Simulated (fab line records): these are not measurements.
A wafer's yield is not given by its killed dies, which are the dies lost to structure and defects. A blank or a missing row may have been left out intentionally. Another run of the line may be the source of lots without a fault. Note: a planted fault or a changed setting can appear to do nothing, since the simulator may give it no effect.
fab line records    flow berkeley_cmos170
[record] lots = 5  wafers = 23
route steps=331 shown NSD@196 SILICIDE@211 M1@245 V2@299 M3@310
start_h: start of the lot's first displayed wafer, in hours after the record's first day    wait_h: hours elapsed since this lot's preceding step    " repeats the value in the row above    L1.1+2: a row that stands for several wafers    - no value present, or no start provided    * or withheld: withheld    < > ~ a bound
route shown NAME@n: NAME is a module with steps in the file, n the number in the route of the first one    usual: average and standard deviation across the fault-free wafers    same: alike in all rows    chamber/n: place in a boat    sites: the reading at each site    _std_site: how widely they spread, as a standard deviation    _edge_site: outer sites' mean less inner sites'    radius_mm: how far each site lies from the wafer's centre    mask NAME#n: copy n    behind: the tool/chamber that last shaped the wafer    hold: the reason the lot was held/the length of the hold in hours/how it ended    device: which transistor (n, p or np) failed to switch    end of line: at the end of the route, the tests of the same wafers    a step given without rows: its recipe and nothing more    killed: dies lost to structure and defects at the first sort, not the wafer's yield    map: a wafer's dies, marking killed ones x, the rest . and places with no die _
set.NAME: the run value of the setting; set.NAME@STEP: its run value at that earlier step    model.NAME: the simulator's own value behind a step, which no gauge read
lots whose settings were changed on purpose; a table a step, a row a wafer
[[steps]]
[step UCB170_NSD_STRIP_09]
[recipe] chemistry = O2  power_w = 400  pressure_mtorr = 3500  platen_temp_c = withheld  o2_flow_sccm = 400  overash_fraction = 0.5
[usual] strip_time_to_endpoint_s = 35.83/0.081
lot.wafer  tool             chamber  start_h  wait_h  set.power_w  strip_time_to_endpoint_s
L074.1     plasma_asher-03  1        138.36   0.1     400          35.89
L074.2     "                0        "        "       445          33.12
L074.3     "                0        "        "       445          33.15
L074.4     "                1        "        "       400          35.87
L074.6     "                0        "        "       445          33.14
L075.1     plasma_asher-04  0        143.47   0.1     400          35.90
L075.2     "                1        "        "       400          35.90
L075.3     "                0        "        "       400          35.88
L075.4     "                1        "        "       400          35.91
L075.6     "                1        "        "       400          35.87
L077.1     plasma_asher-04  1        154.06   0.1     400          35.63
L077.2     "                0        "        "       431.4        33.75
L077.3     "                0        "        "       431.4        33.73
L077.4     "                1        "        "       400          35.64
L077.6     "                0        "        "       431.4        33.75
L085.4     plasma_asher-04  1        178.49   0.1     400          35.74
L085.5     "                1        "        "       400          35.84
L085.6     "                0        "        "       400          35.74
L084.1     plasma_asher-04  1        179.18   0.1     400          35.71
L084.2     "                0        "        "       400          35.79
L084.3     "                0        "        "       400          35.75
L084.4     "                1        "        "       400          35.76
L084.5     "                1        "        "       400          35.81
[step UCB170_SILICIDE_SPUTTER_01]
[recipe] material = Ti  target_thk_nm = 30  time_s = 25  power_w = 1500  chamber_pressure_pa = 0.5
lot.wafer  tool            chamber  start_h  wait_h  set.time_s  model.Ti_of_SILICIDE_SPUTTER_01.thk_nm
L074.1     pvd_sputter-02  -        140.52   0.0     25          29.78
L074.2     "               -        "        "       25          29.79
L074.3     "               -        "        "       25          30.05
L074.4     "               -        "        "       25          29.67
L074.6     "               -        "        "       25          29.81
L075.1     pvd_sputter-04  -        145.38   0.0     21.3        25.5
L075.2     "               -        "        "       25          30.31
L075.3     "               -        "        "       21.3        25.41
L075.4     "               -        "        "       25          30.27
L075.6     "               -        "        "       25          30.12
L077.1     pvd_sputter-02  -        155.82   0.0     25          29.9
L077.2     "               -        "        "       27.74       33.05
L077.3     "               -        "        "       25          29.68
L077.4+6   "               -        "        "       27.74       33.03
L085.4     pvd_sputter-04  -        180.73   0.0     25          30
L085.5     "               -        "        "       25          29.74
L085.6     "               -        "        "       25          29.87
L084.1     pvd_sputter-02  -        181.18   0.0     22.35       26.71
L084.2     "               -        "        "       25          30.06
L084.3+4   "               -        "        "       22.35       26.8
L084.5     "               -        "        "       25          29.79
[step UCB170_SILICIDE_RS_MEAS_02]
[recipe] thk_meas_gauge = four-point-probe  reads = Ti_of_SILICIDE_SPUTTER_01
[usual] SILICIDE_TI_RS = 26.08/0.28
lot.wafer  tool           chamber  start_h  wait_h  set.time_s@SILICIDE_SPUTTER_01  SILICIDE_TI_RS[ohm/sq]
L074.1     film_metro-01  -        140.55   0.0     25                              26.35
L074.2     "              -        "        "       25                              26.34
L074.3     "              -        "        "       25                              26.02
L074.4     "              -        "        "       25                              26.50
L074.6     "              -        "        "       25                              26.28
L075.1     film_metro-02  -        145.41   0.0     21.3                            31.64
L075.2     "              -        "        "       25                              25.76
L075.3     "              -        "        "       21.3                            31.77
L075.4     "              -        "        "       25                              25.81
L075.6     "              -        "        "       25                              25.97
L077.1     film_metro-02  -        155.85   0.0     25                              26.15
L077.2     "              -        "        "       27.74                           23.30
L077.3     "              -        "        "       25                              26.43
L077.4     "              -        "        "       27.74                           23.33
L077.6     "              -        "        "       27.74                           23.30
L085.4     film_metro-02  -        180.82   0.1     25                              26.11
L085.5     "              -        "        "       25                              26.34
L085.6     "              -        "        "       25                              26.18
L084.1     film_metro-03  -        181.21   0.0     22.35                           30.00
L084.2     "              -        "        "       25                              26.05
L084.3     "              -        "        "       22.35                           29.86
L084.4     "              -        "        "       22.35                           29.82
L084.5     "              -        "        "       25                              26.29
[step UCB170_SILICIDE_THK_MEAS_03]
[recipe] thk_meas_gauge = xrf  reads = Ti_of_SILICIDE_SPUTTER_01
[usual] SILICIDE_TI_THK = 30.29/0.3
lot.wafer  tool           chamber  start_h  wait_h  set.time_s@SILICIDE_SPUTTER_01  SILICIDE_TI_THK[nm]
L074.1     film_metro-01  -        140.67   0.1     25                              30.15
L074.2     "              -        "        "       25                              30.22
L074.3     "              -        "        "       25                              30.48
L074.4     "              -        "        "       25                              30.00
L074.6     "              -        "        "       25                              30.15
L075.1     film_metro-02  -        145.53   0.1     21.3                            25.85
L075.2     "              -        "        "       25                              30.59
L075.3     "              -        "        "       21.3                            25.63
L075.4     "              -        "        "       25                              30.58
L075.6     "              -        "        "       25                              30.47
L077.1     film_metro-02  -        155.97   0.1     25                              30.34
L077.2     "              -        "        "       27.74                           33.52
L077.3     "              -        "        "       25                              30.09
L077.4     "              -        "        "       27.74                           33.44
L077.6     "              -        "        "       27.74                           33.42
L085.4     film_metro-02  -        180.91   0.1     25                              30.25
L085.5     "              -        "        "       25                              29.99
L085.6     "              -        "        "       25                              30.01
L084.1     film_metro-03  -        181.33   0.1     22.35                           27.00
L084.2     "              -        "        "       25                              30.30
L084.3     "              -        "        "       22.35                           26.99
L084.4     "              -        "        "       22.35                           27.01
L084.5     "              -        "        "       25                              29.99
[step UCB170_M1_PEB_07]
[recipe] peb_temp_c = 130  peb_time_s = withheld  resist = KrF
lot.wafer       tool            chamber  start_h  wait_h  set.peb_temp_c
L074.1+3+4      litho_track-03  0        146.66   0.1     127.5
L074.2+6        "               0        "        "       130
L075.1+2+3+4+6  litho_track-03  0        151.39   0.3     130
L077.1+2+6      litho_track-03  0        163.48   0.1     132.9
L077.3+4        "               0        "        "       130
L085.4+5+6      litho_track-03  0        188.01   0.7     130
L084.1+2+4      litho_track-01  0        189.53   0.1     126.4
L084.3+5        "               0        "        "       130
[step UCB170_M1_DEVELOP_08]
[recipe] developer = TMAH  develop_time_s = 45  resist = KrF  dev_temp_c = 21
[step UCB170_M1_CD_MEAS_09]
[recipe] target_cd_nm = 700
[usual] cd_nm = 700.1/1.4
lot.wafer  tool       chamber  start_h  wait_h  set.peb_temp_c@M1_PEB_07  cd_nm
L074.1     cd_sem-02  -        146.94   -       127.5                     717.8
L074.2     "          -        "        "       130                       703.0
L074.3     "          -        "        "       127.5                     718.4
L074.4     "          -        "        "       127.5                     720.1
L074.6     "          -        "        "       130                       700.7
L075.1     cd_sem-02  -        151.66   -       130                       698.8
L075.2     "          -        "        "       130                       699.4
L075.3     "          -        "        "       130                       699.4
L075.4     "          -        "        "       130                       698.8
L075.6     "          -        "        "       130                       698.4
L077.1     cd_sem-02  -        163.75   -       132.9                     684.0
L077.2     "          -        "        "       132.9                     683.2
L077.3     "          -        "        "       130                       701.2
L077.4     "          -        "        "       130                       699.1
L077.6     "          -        "        "       132.9                     683.4
L085.4     cd_sem-02  -        188.27   -       130                       697.8
L085.5     "          -        "        "       130                       697.9
L085.6     "          -        "        "       130                       697.2
L084.1     cd_sem-01  -        189.80   -       126.4                     729.9
L084.2     "          -        "        "       126.4                     731.4
L084.3     "          -        "        "       130                       702.3
L084.4     "          -        "        "       126.4                     728.4
L084.5     "          -        "        "       130                       701.2
[step UCB170_M1_ETCH_11]
[recipe] chemistry = N2/H2  target_depth_a = withheld  overetch_a = withheld  target = BARC  time_s = withheld  source_w = 500  bias_w = 100  pressure_mtorr = 30  n2_flow_sccm = 100  h2_flow_sccm = 200
lot.wafer  tool         chamber  start_h  wait_h  set.peb_temp_c@M1_PEB_07  model.M1.cd_nm
L074.1     rie_diel-01  2        147.10   0.0     127.5                     717.7
L074.2     "            3        "        "       130                       703.1
L074.3     "            0        "        "       127.5                     719.1
L074.4     "            0        "        "       127.5                     720.4
L074.6     "            3        "        "       130                       700.7
L075.1     rie_diel-04  0        151.82   0.0     130                       699.4
L075.2     "            2        "        "       130                       700.5
L075.3     "            1        "        "       130                       698.7
L075.4     "            3        "        "       130                       698.4
L075.6     "            1        "        "       130                       697.9
L077.1     rie_diel-01  1        163.91   0.0     132.9                     685.2
L077.2     "            3        "        "       132.9                     684.2
L077.3     "            2        "        "       130                       702.1
L077.4     "            0        "        "       130                       700.5
L077.6     "            0        "        "       132.9                     684.5
L085.4     rie_diel-02  3        188.37   0.0     130                       698.1
L085.5     "            0        "        "       130                       696.6
L085.6     "            1        "        "       130                       697.2
L084.1     rie_diel-02  2        189.96   0.0     126.4                     730.7
L084.2     "            1        "        "       126.4                     731.6
L084.3     "            0        "        "       130                       701.6
L084.4     "            3        "        "       126.4                     728.2
L084.5     "            1        "        "       130                       700.5
[step UCB170_M1_METAL_ETCH_12]
[recipe] chemistry = Cl2/BCl3  target = Al  stop_on = PSG  pressure_mtorr = 12  target_depth_a = 7800  over_etch_frac = 0.3  time_s = 130  icp_w = 600  bias_w = 120  Cl2_flow_sccm = 90  bcl3_flow_sccm = 45
lot.wafer  tool          chamber  start_h  wait_h  set.peb_temp_c@M1_PEB_07  model.M1.cd_nm
L074.1     rie_metal-01  0        147.14   -       127.5                     716.6
L074.2     "             1        "        "       130                       707.2
L074.3     "             1        "        "       127.5                     722.3
L074.4     "             0        "        "       127.5                     721.2
L074.6     "             1        "        "       130                       705.1
L075.1     rie_metal-04  0        151.86   -       130                       701
L075.2     "             1        "        "       130                       702
L075.3     "             0        "        "       130                       700.5
L075.4     "             1        "        "       130                       697.7
L075.6     "             1        "        "       130                       696.7
L077.1     rie_metal-04  0        163.95   -       132.9                     686.2
L077.2     "             0        "        "       132.9                     685.5
L077.3     "             0        "        "       130                       703.2
L077.4     "             0        "        "       130                       701
L077.6     "             0        "        "       132.9                     684.8
L085.4     rie_metal-02  1        188.55   -       130                       698.6
L085.5     "             1        "        "       130                       696.8
L085.6     "             1        "        "       130                       697.7
L084.1     rie_metal-01  0        190.00   -       126.4                     730.5
L084.2     "             1        "        "       126.4                     735.5
L084.3     "             1        "        "       130                       706.3
L084.4     "             0        "        "       126.4                     727.3
L084.5     "             1        "        "       130                       705.7
[step UCB170_M1_STRIP_13]
[recipe] chemistry = O2  power_w = 400  pressure_mtorr = 3500  platen_temp_c = withheld  o2_flow_sccm = 400  overash_fraction = 0.5
[step UCB170_M1_CD_MEAS_90]
[recipe] target_cd_nm = 700
[usual] cd_nm = 701.7/2.9
lot.wafer  tool       chamber  start_h  wait_h  set.peb_temp_c@M1_PEB_07  cd_nm
L074.1     cd_sem-01  -        147.37   0.1     127.5                     716.6
L074.2     "          -        "        "       130                       707.1
L074.3     "          -        "        "       127.5                     722.2
L074.4     "          -        "        "       127.5                     721.4
L074.6     "          -        "        "       130                       705.1
L075.1     cd_sem-02  -        152.09   0.1     130                       701.0
L075.2     "          -        "        "       130                       702.1
L075.3     "          -        "        "       130                       700.1
L075.4     "          -        "        "       130                       697.8
L075.6     "          -        "        "       130                       696.7
L077.1     cd_sem-02  -        164.32   0.1     132.9                     686.4
L077.2     "          -        "        "       132.9                     685.6
L077.3     "          -        "        "       130                       703.8
L077.4     "          -        "        "       130                       700.9
L077.6     "          -        "        "       132.9                     684.7
L085.4     cd_sem-01  -        188.84   0.1     130                       698.6
L085.5     "          -        "        "       130                       696.9
L085.6     "          -        "        "       130                       697.6
L084.1     cd_sem-02  -        190.24   0.1     126.4                     730.0
L084.2     "          -        "        "       126.4                     735.5
L084.3     "          -        "        "       130                       706.6
L084.4     "          -        "        "       126.4                     727.4
L084.5     "          -        "        "       130                       705.8
[step UCB170_V2_COAT_07]
[recipe] resist = KrF  spin_rpm = 1500  resist_thk_nm = 900
lot.wafer  tool            chamber  start_h  wait_h  set.resist_thk_nm  model.KrF_of_V2_COAT_07.thk_nm
L075.1     litho_track-04  0        161.74   0.1     900                897.7
L075.2     "               0        "        "       939.7              939.7
L075.3     "               0        "        "       900                898.2
L075.4     "               0        "        "       939.7              939.4
L075.6     "               0        "        "       900                897.2
L074.1     litho_track-01  0        162.13   0.1     930.3              930.6
L074.2     "               0        "        "       930.3              930.4
L074.3     "               0        "        "       900                899.6
L074.4     "               0        "        "       900                902
L074.6     "               0        "        "       900                901.3
L077.1     litho_track-01  0        174.23   0.1     900                901.7
L077.2     "               0        "        "       900                901
L077.3     "               0        "        "       900                902.7
L077.4     "               0        "        "       900                899.7
L077.6     "               0        "        "       900                901.8
L085.4     litho_track-01  0        200.78   0.1     900                899
L085.5     "               0        "        "       900                899.6
L085.6     "               0        "        "       900                899.7
L084.1     litho_track-01  0        201.87   0.1     900                903
L084.2     "               0        "        "       900                900.7
L084.3     "               0        "        "       900                900.6
L084.4     "               0        "        "       900                897.4
L084.5     "               0        "        "       900                900.9
[step UCB170_V2_SOFTBAKE_08]
[recipe] resist = KrF  temp_c = 130  time_s = 60
[step UCB170_V2_EXPOSE_09]
[recipe] mask_id = VIA2  target_cd_nm = 700  na = 0.5  sigma_outer = 0.6  source_shape = conventional  dose_mj = 37
[step UCB170_V2_ETCH_14]
[recipe] chemistry = CHF3/CF4/Ar  target = SiO2  stop_on = Al  CHF3_flow_sccm = 45  cf4_flow_sccm = 15  Ar_flow_sccm = 150  pressure_mtorr = 200  rf_w = 700  target_depth_a = 12500  over_etch_frac = 0.25  time_s = 291
lot.wafer  tool         chamber  start_h  wait_h  set.resist_thk_nm@V2_COAT_07  model.KrF_of_V2_COAT_07.thk_nm
L075.1     rie_diel-03  2        162.85   0.0     900                           613.2
L075.2     "            0        "        "       939.7                         652.9
L075.3     "            0        "        "       900                           610.7
L075.4     "            2        "        "       939.7                         656.6
L075.6     "            2        "        "       900                           615.2
L074.1     rie_diel-04  2        163.02   0.0     930.3                         640.7
L074.2     "            0        "        "       930.3                         641.9
L074.3     "            1        "        "       900                           611.8
L074.4     "            3        "        "       900                           609.8
L074.6     "            3        "        "       900                           611.7
L077.1     rie_diel-03  1        175.57   0.0     900                           616.7
L077.2     "            2        "        "       900                           616.3
L077.3     "            0        "        "       900                           615.4
L077.4     "            3        "        "       900                           601.9
L077.6     "            2        "        "       900                           619.3
L085.4     rie_diel-04  1        201.68   0.0     900                           611.4
L085.5     "            1        "        "       900                           611.7
L085.6     "            2        "        "       900                           607.7
L084.1     rie_diel-01  3        202.72   0.0     900                           614.5
L084.2     "            2        "        "       900                           610.8
L084.3     "            1        "        "       900                           606.3
L084.4     "            0        "        "       900                           613.8
L084.5     "            2        "        "       900                           608.5
[step UCB170_V2_STRIP_15]
[recipe] chemistry = O2  power_w = 400  pressure_mtorr = 3500  platen_temp_c = withheld  o2_flow_sccm = 400  overash_fraction = 0.5
[usual] strip_time_to_endpoint_s = 15.38/0.11
lot.wafer  tool             chamber  start_h  wait_h  set.resist_thk_nm@V2_COAT_07  strip_time_to_endpoint_s
L075.1     plasma_asher-04  0        163.12   0.2     900                           15.40
L075.2     "                1        "        "       939.7                         16.25
L075.3     "                1        "        "       900                           15.32
L075.4     "                0        "        "       939.7                         16.35
L075.6     "                1        "        "       900                           15.43
L074.1     plasma_asher-03  0        163.20   0.1     930.3                         15.97
L074.2     "                1        "        "       930.3                         15.99
L074.3     "                0        "        "       900                           15.35
L074.4     "                1        "        "       900                           15.31
L074.6     "                0        "        "       900                           15.33
L077.1     plasma_asher-04  1        175.75   0.1     900                           15.45
L077.2     "                0        "        "       900                           15.46
L077.3     "                1        "        "       900                           15.43
L077.4     "                0        "        "       900                           15.10
L077.6     "                0        "        "       900                           15.53
L085.4     plasma_asher-01  1        201.89   0.1     900                           15.34
L085.5     "                0        "        "       900                           15.35
L085.6     "                1        "        "       900                           15.25
L084.1     plasma_asher-03  1        202.90   0.1     900                           15.41
L084.2     "                0        "        "       900                           15.32
L084.3     "                1        "        "       900                           15.21
L084.4     "                0        "        "       900                           15.39
L084.5     "                0        "        "       900                           15.27
[step UCB170_M3_SPUTTER_01]
[recipe] material = Al  target_thk_nm = 900  time_s = 120  power_w = 6000  chamber_pressure_pa = 0.5
lot.wafer  tool            chamber  start_h  wait_h  set.power_w  model.Al_of_M3_SPUTTER_01.thk_nm
L075.1     pvd_sputter-04  -        163.41   0.0     6000         894.5
L075.2     "               -        "        "       6000         895.9
L075.3     "               -        "        "       6000         899.9
L075.4     "               -        "        "       6000         896
L075.6     "               -        "        "       6000         891.3
L074.1     pvd_sputter-02  -        163.49   0.0     6000         896.6
L074.2     "               -        "        "       6707         1008
L074.3     "               -        "        "       6707         1006
L074.4     "               -        "        "       6707         1005
L074.6     "               -        "        "       6000         894.9
L077.1     pvd_sputter-02  -        176.04   0.0     5287         796.6
L077.2     "               -        "        "       5287         790.5
L077.3     "               -        "        "       6000         902.5
L077.4     "               -        "        "       6000         897.7
L077.6     "               -        "        "       5287         798.4
L085.4     pvd_sputter-02  -        202.14   0.0     6000         903.5
L085.5     "               -        "        "       6000         911.1
L085.6     "               -        "        "       6000         914.3
L084.1     pvd_sputter-04  -        203.19   0.0     6000         898.9
L084.2     "               -        "        "       6000         900.5
L084.3     "               -        "        "       6565         975.9
L084.4     "               -        "        "       6565         988.7
L084.5     "               -        "        "       6000         907.5
[step UCB170_M3_RS_MEAS_02]
[recipe] thk_meas_gauge = four-point-probe  reads = Al_of_M3_SPUTTER_01
[usual] M3_AL_RS = 0.03219/0.00026
lot.wafer  tool           chamber  start_h  wait_h  set.power_w@M3_SPUTTER_01  M3_AL_RS[ohm/sq]
L075.1     film_metro-03  -        163.49   0.0     6000                       0.03241
L075.2     "              -        "        "       6000                       0.03237
L075.3     "              -        "        "       6000                       0.03223
L075.4     "              -        "        "       6000                       0.03234
L075.6     "              -        "        "       6000                       0.03251
L074.1     film_metro-04  -        163.57   0.0     6000                       0.03235
L074.2     "              -        "        "       6707                       0.0287
L074.3     "              -        "        "       6707                       0.02873
L074.4     "              -        "        "       6707                       0.02881
L074.6     "              -        "        "       6000                       0.03235
L077.1     film_metro-01  -        176.12   0.0     5287                       0.03639
L077.2     "              -        "        "       5287                       0.03676
L077.3     "              -        "        "       6000                       0.03211
L077.4     "              -        "        "       6000                       0.03221
L077.6     "              -        "        "       5287                       0.03644
L085.4     film_metro-04  -        202.28   0.1     6000                       0.03208
L085.5     "              -        "        "       6000                       0.03175
L085.6     "              -        "        "       6000                       0.03168
L084.1     film_metro-03  -        203.27   0.0     6000                       0.03214
L084.2     "              -        "        "       6000                       0.03218
L084.3     "              -        "        "       6565                       0.02964
L084.4     "              -        "        "       6565                       0.0292
L084.5     "              -        "        "       6000                       0.03197
[step UCB170_M3_THK_MEAS_03]
[recipe] thk_meas_gauge = xrf  reads = Al_of_M3_SPUTTER_01
[usual] M3_AL_THK = 901/8.4
lot.wafer  tool           chamber  start_h  wait_h  set.power_w@M3_SPUTTER_01  M3_AL_THK[nm]
L075.1     film_metro-03  -        163.61   0.1     6000                       896
L075.2     "              -        "        "       6000                       894
L075.3     "              -        "        "       6000                       901
L075.4     "              -        "        "       6000                       899
L075.6     "              -        "        "       6000                       892
L074.1     film_metro-04  -        163.69   0.1     6000                       897
L074.2     "              -        "        "       6707                       1002
L074.3     "              -        "        "       6707                       998
L074.4     "              -        "        "       6707                       1005
L074.6     "              -        "        "       6000                       892
L077.1     film_metro-01  -        176.24   0.1     5287                       798
L077.2     "              -        "        "       5287                       790
L077.3     "              -        "        "       6000                       903
L077.4     "              -        "        "       6000                       895
L077.6     "              -        "        "       5287                       795
L085.4     film_metro-04  -        202.37   0.1     6000                       901
L085.5     "              -        "        "       6000                       909
L085.6     "              -        "        "       6000                       917
L084.1     film_metro-03  -        203.39   0.1     6000                       907
L084.2     "              -        "        "       6000                       906
L084.3     "              -        "        "       6565                       984
L084.4     "              -        "        "       6565                       993
L084.5     "              -        "        "       6000                       913
[step UCB170_M3_PEB_13]
[recipe] peb_temp_c = 130  peb_time_s = withheld  resist = KrF
lot.wafer   tool            chamber  start_h  wait_h  set.peb_temp_c
L075.1+4    litho_track-01  0        165.90   0.7     128.6
L075.2+3+6  "               0        "        "       130
L074.1+2+4  litho_track-01  0        166.18   0.5     130
L074.3+6    "               0        "        "       128.8
L077.1+6    litho_track-01  0        179.15   0.6     132.9
L077.2+3+4  "               0        "        "       130
L085.4+5+6  litho_track-01  0        203.90   0.1     130
L084.1+4    litho_track-03  0        205.07   0.3     132.3
L084.2+3+5  "               0        "        "       130
[step UCB170_M3_DEVELOP_14]
[recipe] developer = TMAH  develop_time_s = 45  resist = KrF  dev_temp_c = 21
[step UCB170_M3_CD_MEAS_15]
[recipe] target_cd_nm = 700
[usual] cd_nm = 700.6/1.7
lot.wafer  tool       chamber  start_h  wait_h  set.peb_temp_c@M3_PEB_13  cd_nm
L075.1     cd_sem-02  -        166.18   -       128.6                     710.2
L075.2     "          -        "        "       130                       700.9
L075.3     "          -        "        "       130                       700.5
L075.4     "          -        "        "       128.6                     710.6
L075.6     "          -        "        "       130                       700.2
L074.1     cd_sem-01  -        166.45   -       130                       700.1
L074.2     "          -        "        "       130                       699.9
L074.3     "          -        "        "       128.8                     707.2
L074.4     "          -        "        "       130                       700.5
L074.6     "          -        "        "       128.8                     710.1
L077.1     cd_sem-01  -        179.43   -       132.9                     681.7
L077.2     "          -        "        "       130                       698.7
L077.3     "          -        "        "       130                       698.4
L077.4     "          -        "        "       130                       699.6
L077.6     "          -        "        "       132.9                     683.0
L085.4     cd_sem-02  -        204.16   -       130                       701.8
L085.5     "          -        "        "       130                       700.8
L085.6     "          -        "        "       130                       701.0
L084.1     cd_sem-02  -        205.35   -       132.3                     682.9
L084.2     "          -        "        "       130                       698.2
L084.3     "          -        "        "       130                       699.1
L084.4     "          -        "        "       132.3                     684.7
L084.5     "          -        "        "       130                       697.6
[step UCB170_M3_ETCH_17]
[recipe] chemistry = N2/H2  target_depth_a = withheld  overetch_a = withheld  target = BARC  time_s = withheld  source_w = 500  bias_w = 100  pressure_mtorr = 30  n2_flow_sccm = 100  h2_flow_sccm = 200
lot.wafer  tool         chamber  start_h  wait_h  set.peb_temp_c@M3_PEB_13  model.M3.cd_nm
L075.1     rie_diel-02  0        166.33   0.0     128.6                     709.8
L075.2     "            3        "        "       130                       700.9
L075.3     "            1        "        "       130                       700
L075.4     "            2        "        "       128.6                     710.8
L075.6     "            2        "        "       130                       700.1
L074.1     rie_diel-04  3        166.61   0.0     130                       699.7
L074.2     "            0        "        "       130                       700.6
L074.3     "            1        "        "       128.8                     706.7
L074.4     "            2        "        "       130                       700.1
L074.6     "            1        "        "       128.8                     709.8
L077.1     rie_diel-01  1        179.58   0.0     132.9                     682.1
L077.2     "            2        "        "       130                       699.1
L077.3     "            0        "        "       130                       698.9
L077.4     "            3        "        "       130                       699.8
L077.6     "            3        "        "       132.9                     683.2
L085.4     rie_diel-04  1        204.26   0.0     130                       700.9
L085.5     "            0        "        "       130                       701.3
L085.6     "            1        "        "       130                       700.5
L084.1     rie_diel-01  3        205.50   0.0     132.3                     682.5
L084.2     "            2        "        "       130                       698.1
L084.3     "            1        "        "       130                       699.2
L084.4     "            0        "        "       132.3                     684.9
L084.5     "            2        "        "       130                       697.7
[[key]]
[split] step = UCB170_NSD_STRIP_09  setting = power_w  stated = 400  by = wafer
[response] step = UCB170_NSD_STRIP_09  reading = strip_time_to_endpoint_s  change = *  per = 1%  r = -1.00
[split] step = UCB170_SILICIDE_SPUTTER_01  setting = time_s  stated = 25  by = wafer
[response] step = UCB170_SILICIDE_SPUTTER_01  reading = model.Ti_of_SILICIDE_SPUTTER_01.thk_nm  change = +0.309  per = 1%  r = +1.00
[response] step = UCB170_SILICIDE_RS_MEAS_02  reading = SILICIDE_TI_RS  change = -0.352  per = 1%  r = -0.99
[response] step = UCB170_SILICIDE_THK_MEAS_03  reading = SILICIDE_TI_THK  change = +0.31  per = 1%  r = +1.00
[split] step = UCB170_M1_PEB_07  setting = peb_temp_c  stated = 130  by = wafer
[response] step = UCB170_M1_CD_MEAS_09  reading = cd_nm  change = -9.02  per = 1%  r = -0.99
[response] step = UCB170_M1_ETCH_11  reading = model.M1.cd_nm  change = -9.23  per = 1%  r = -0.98
[response] step = UCB170_M1_METAL_ETCH_12  reading = model.M1.cd_nm  change = -8.15  per = 1%  r = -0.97
[response] step = UCB170_M1_CD_MEAS_90  reading = cd_nm  change = -8.14  per = 1%  r = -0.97
[split] step = UCB170_V2_COAT_07  setting = resist_thk_nm  stated = 900  by = wafer
[response] step = UCB170_V2_COAT_07  reading = model.KrF_of_V2_COAT_07.thk_nm  change = +9.21  per = 1%  r = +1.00
[response] step = UCB170_V2_ETCH_14  reading = model.KrF_of_V2_COAT_07.thk_nm  change = +9.27  per = 1%  r = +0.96
[response] step = UCB170_V2_STRIP_15  reading = strip_time_to_endpoint_s  change = *  per = 1%  r = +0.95
[split] step = UCB170_M3_SPUTTER_01  setting = power_w  stated = 6000  by = wafer
[response] step = UCB170_M3_SPUTTER_01  reading = model.Al_of_M3_SPUTTER_01.thk_nm  change = +8.96  per = 1%  r = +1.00
[response] step = UCB170_M3_RS_MEAS_02  reading = M3_AL_RS  change = -0.000324  per = 1%  r = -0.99
[response] step = UCB170_M3_THK_MEAS_03  reading = M3_AL_THK  change = +8.86  per = 1%  r = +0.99
[split] step = UCB170_M3_PEB_13  setting = peb_temp_c  stated = 130  by = wafer
[response] step = UCB170_M3_CD_MEAS_15  reading = cd_nm  change = -8.01  per = 1%  r = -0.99
[response] step = UCB170_M3_ETCH_17  reading = model.M3.cd_nm  change = -8.05  per = 1%  r = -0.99
